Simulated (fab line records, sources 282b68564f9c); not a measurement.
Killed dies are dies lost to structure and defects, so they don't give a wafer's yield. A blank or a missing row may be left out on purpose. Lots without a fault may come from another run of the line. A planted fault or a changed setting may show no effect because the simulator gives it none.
fab line records | flow rit_cmos
record lots=5 wafers=15 last_day=7
route steps=202 shown NRETRO@55 PRETRO@64 M1@202
lots that met no fault: from a run of the same line without faults
start_h: hours from the record's first day to the start of the lot's first wafer shown | wait_h: hours since the lot's step before | " the same as in the row above | L1.1+2: a row that stands for several wafers | - no value, or no start given | * or withheld: withheld | < > ~ a bound
route shown NAME@n: a module of which the file shows steps, and the number in the route of the first | usual: mean/standard deviation of fault-free wafers | same: alike in all rows | chamber/n: place in a boat | sites: the reading at each site | _std_site: their standard deviation | _edge_site: outer sites' mean less inner sites' | radius_mm: how far each site lies from the wafer's centre | mask NAME#n: copy n | behind: the tool/chamber that last shaped the wafer | hold: why the lot was held/for how many hours/how that ended | device: the transistor (n, p or np) that didn't switch | end of line: the same wafers' tests at the end of the route | a step without rows: its recipe alone | killed: dies lost to structure and defects at the first sort, not the wafer's yield | map: a wafer's dies, x killed, . not, _ none there
set.NAME: the setting as run; set.NAME@STEP: as run at that earlier step | model.NAME: the simulator's own value behind a step, which no gauge read
lots at some steps of the route; a table a step, a row a wafer
services: from which hour (start_h, from the record's first day; less than 0 if before it) a tool's chamber was out of use, for how many hours, and why
## steps
# step RIT_NRETRO_SOFTBAKE_02
# recipe resist=NOVOLAK temp_c=90 time_s=60
# step RIT_NRETRO_EXPOSE_03
# recipe mask_id=M4 na=0.57 target_cd_nm=43900 dose_mj=250
# step RIT_NRETRO_PEB_04
# recipe resist=NOVOLAK temp_c=withheld time_s=withheld
# step RIT_NRETRO_DEVELOP_05
# recipe resist=NOVOLAK develop_time_s=68 dev_temp_c=23
# step RIT_NRETRO_OVL_MEAS_06
# usual NRETRO_OVL=-0.5/1.4
# columns lot.wafer tool chamber start_h wait_h NRETRO_OVL[nm]
L635.3 overlay-02 - 62.59 - -1.0
L635.5 " - " " -0.9
L635.6 " - " " -1.6
L636.1 overlay-02 - 69.10 - -2.5
L636.4 " - " " -3.1
L636.6 " - " " -2.3
L637.2 overlay-01 - 73.55 - -0.3
L637.5 " - " " 0.5
L637.6 " - " " -0.9
L645.2 overlay-02 - 106.83 - -0.6
L645.3 " - " " 0.8
L645.4 " - " " -0.4
L651.2 overlay-01 - 135.81 - -2.5
L651.4 " - " " -3.1
L651.6 " - " " -2.7
# step RIT_NRETRO_HARDBAKE_07
# recipe resist=NOVOLAK temp_c=140 time_s=120
# step RIT_NRETRO_IMPLANT_08
# recipe species=P energy_kev=68.75 dose_cm2=1e+13 tilt_deg=7
# step RIT_NRETRO_STRIP_09
# recipe chemistry=O2 time_s=180 resist=NOVOLAK platen_temp_c=withheld power_w=500 pressure_mtorr=4000 o2_flow_sccm=4000
# usual chamber_pressure_mTorr=3999/3.9 drypump_motor_current_A=6.0/0.38 o2_flow_sccm=4000/11 rf_refl_power_W=8.0/1.2
# columns lot.wafer tool chamber start_h wait_h chamber_pressure_mTorr drypump_motor_current_A o2_flow_sccm rf_hours_counter_h rf_refl_power_W
L635.3 plasma_asher-04 1 63.16 0.1 3997 5.8 3988 - 7.0
L635.5 " 0 " " 3997 6.0 4010 - 6.9
L635.6 " 1 " " 3995 5.8 4014 - 7.4
L636.1 plasma_asher-01 0 69.53 0.1 3999 5.5 4022 38 9.6
L636.4 " 0 " " 4001 5.4 4004 - 9.8
L636.6 " 1 " " 3996 6.4 3981 - 8.2
L637.2 plasma_asher-01 1 73.98 0.1 3996 6.4 3988 38 8.2
L637.5 " 0 " " 3998 5.4 4001 - 9.6
L637.6 " 1 " " 4004 6.4 4012 - 8.3
L645.2 plasma_asher-01 1 107.26 0.1 4001 6.4 3991 42 8.1
L645.3 " 1 " " 3995 6.4 4015 - 8.0
L645.4 " 0 " " 3999 5.4 4008 - 9.8
L651.2 plasma_asher-04 1 136.24 0.1 4002 5.8 4020 51 7.4
L651.4 " 1 " " 3999 5.8 4000 - 7.0
L651.6 " 1 " " 4001 5.8 4016 - 7.0
# step RIT_NRETRO_TW_MEAS_10
# usual NRETRO_TW=1046/6.8
# columns lot.wafer tool chamber start_h wait_h NRETRO_TW
L635.3 film_metro-03 - 63.29 0.1 1049
L635.5 " - " " 1048
L635.6 " - " " 1053
L636.1 film_metro-04 - 69.71 0.1 1049
L636.4 " - " " 1040
L636.6 " - " " 1039
L637.2 film_metro-04 - 74.16 0.1 1037
L637.5 " - " " 1046
L637.6 " - " " 1044
L645.2 film_metro-01 - 107.44 0.1 1051
L645.3 " - " " 1053
L645.4 " - " " 1053
L651.2 film_metro-04 - 136.43 0.1 1046
L651.4 " - " " 1044
L651.6 " - " " 1042
# step RIT_PRETRO_HMDS_00
# recipe prime_time_s=60 prime_temp_c=140
# step RIT_PRETRO_COAT_01
# recipe resist=NOVOLAK spin_rpm=2000 resist_thk_nm=1300
# step RIT_PRETRO_SOFTBAKE_02
# recipe resist=NOVOLAK temp_c=90 time_s=60
# step RIT_PRETRO_EXPOSE_03
# recipe mask_id=M5 na=0.57 target_cd_nm=43700 dose_mj=250
# usual stage_vel_mm_s=499.98/0.26
# same na=0.57
# columns lot.wafer tool chamber start_h wait_h mask stage_vel_mm_s
L635.3 iline_stepper-02 0 63.95 0.2 M5#0 500.15
L635.5 " 0 " " M5#0 500.05
L635.6 " 0 " " M5#0 500.16
L636.1 iline_stepper-01 0 70.40 0.2 M5_R1#0 499.79
L636.4 " 0 " " M5_R1#0 499.91
L636.6 " 0 " " M5_R1#0 499.77
L637.2 iline_stepper-01 0 74.68 0.1 M5#0 500.47
L637.5 " 0 " " M5#0 500.21
L637.6 " 0 " " M5#0 500.48
L645.2 iline_stepper-02 0 107.96 0.1 M5#0 500.48
L645.3 " 0 " " M5#0 500.32
L645.4 " 0 " " M5#0 500.08
L651.2 iline_stepper-02 0 137.05 0.2 M5#0 499.84
L651.4 " 0 " " M5#0 500.07
L651.6 " 0 " " M5#0 500.00
# step RIT_PRETRO_PEB_04
# recipe resist=NOVOLAK temp_c=withheld time_s=withheld
# step RIT_M1_PROBE_99
# usual killed_at_front_end=6.8/3 killed_dies=6.9/3 killed_open=3.3/1.9 killed_short=3.6/1.9
# same gross_dies=264 killed_at_M0_to_M3=0 killed_at_M4_up=0 killed_at_back_side=0 killed_at_contacts=0 killed_at_other=0
# columns lot.wafer tool chamber start_h wait_h killed_at_front_end killed_dies killed_open killed_short
L635.3 prober-01 - 95.05 0.2 8 8 4 4
L635.5 prober-01 - 95.15 0.2 9 9 3 6
L635.6 prober-01 - 95.20 0.2 7 7 3 4
L636.1 prober-02 - 102.15 0.1 7 7 6 1
L636.4 prober-02 - 102.30 0.2 8 8 6 1
L636.6 prober-02 - 102.40 0.2 7 7 5 2
L637.2 prober-02 - 105.58 0.1 13 13 7 6
L637.5 prober-02 - 105.73 0.2 10 10 4 6
L637.6 prober-02 - 105.78 0.2 8 8 4 4
# killed by level:class
L635.3 GATE:geometric_particle:open=4 GATE:geometric_particle:short=2 REOX:geometric_particle:short=2
L635.5 GATE:geometric_particle:short=3 GATE:geometric_particle:open=3 FOX1:geometric_particle:short=1 REOX:geometric_particle:short=1 SILICIDE:geometric_particle:short=1
L635.6 GATE:geometric_particle:short=3 FOX1:geometric_particle:open=1 GATE:geometric_particle:open=1 SPACER:geometric_particle:open=1 SILICIDE:geometric_particle:short=1
L636.1 SPACER:geometric_particle:open=3 GATE:geometric_particle:open=2 FOX2:geometric_particle:open=1 FOX2:geometric_particle:short=1
L636.4 SILICIDE:geometric_particle:open=3 SPACER:geometric_particle:open=2 FOX1:geometric_particle:open=1 GATE:geometric_particle:short=1 PRETRO:area_expose=1
L636.6 GATE:geometric_particle:open=3 FOX1:geometric_particle:open=1 REOX:geometric_particle:short=1 SPACER:geometric_particle:short=1 SPACER:geometric_particle:open=1
L637.2 SILICIDE:geometric_particle:short=4 SILICIDE:geometric_particle:open=3 GATE:geometric_particle:open=2 GATE:geometric_particle:short=2 FOX2:geometric_particle:open=1 REOX:geometric_particle:open=1
L637.5 SILICIDE:geometric_particle:short=3 REOX:geometric_particle:short=2 SILICIDE:geometric_particle:open=2 FOX2:geometric_particle:open=1 REOX:geometric_particle:open=1 SPACER:geometric_particle:short=1
L637.6 FOX1:geometric_particle:short=2 FOX1:geometric_particle:open=2 GATE:geometric_particle:open=1 REOX:geometric_particle:short=1 SILICIDE:geometric_particle:open=1 SILICIDE:geometric_particle:short=1
## services
# columns tool chamber start_h hours kind
plasma_asher-04 - 46.25 2.0 repair
plasma_asher-01 - 108.75 9.0 pm
plasma_asher-01 0 108.75 9.0 vent_cycle
plasma_asher-01 1 108.75 9.0 vent_cycle
plasma_asher-01 0 117.75 - clean
plasma_asher-01 1 117.75 - clean
iline_stepper-01 - 119.09 28.9 pm
## key
first_sign step=RIT_PRETRO_EXPOSE_03 reading=mask direction=changed
effect none on later readings
met_at RIT_PRETRO_EXPOSE_03
struck_wafers L636.1,L636.4,L636.6
tester_left_out L636
fault kind=wrong_mask tool=any chamber=- onset_h=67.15 steps=RIT_PRETRO_EXPOSE_03 aux_copy=M5_R1#0 cd_offset_nm=-350 scope=struck_lots_only
# tester_left_out: of these lots the tester's yield and bins aren't shown, on N5 and GAA mostly nor the transistor test; their killed dies are dies lost to structure and defects alone, not to doping, threshold or leakage, so they don't give the yield
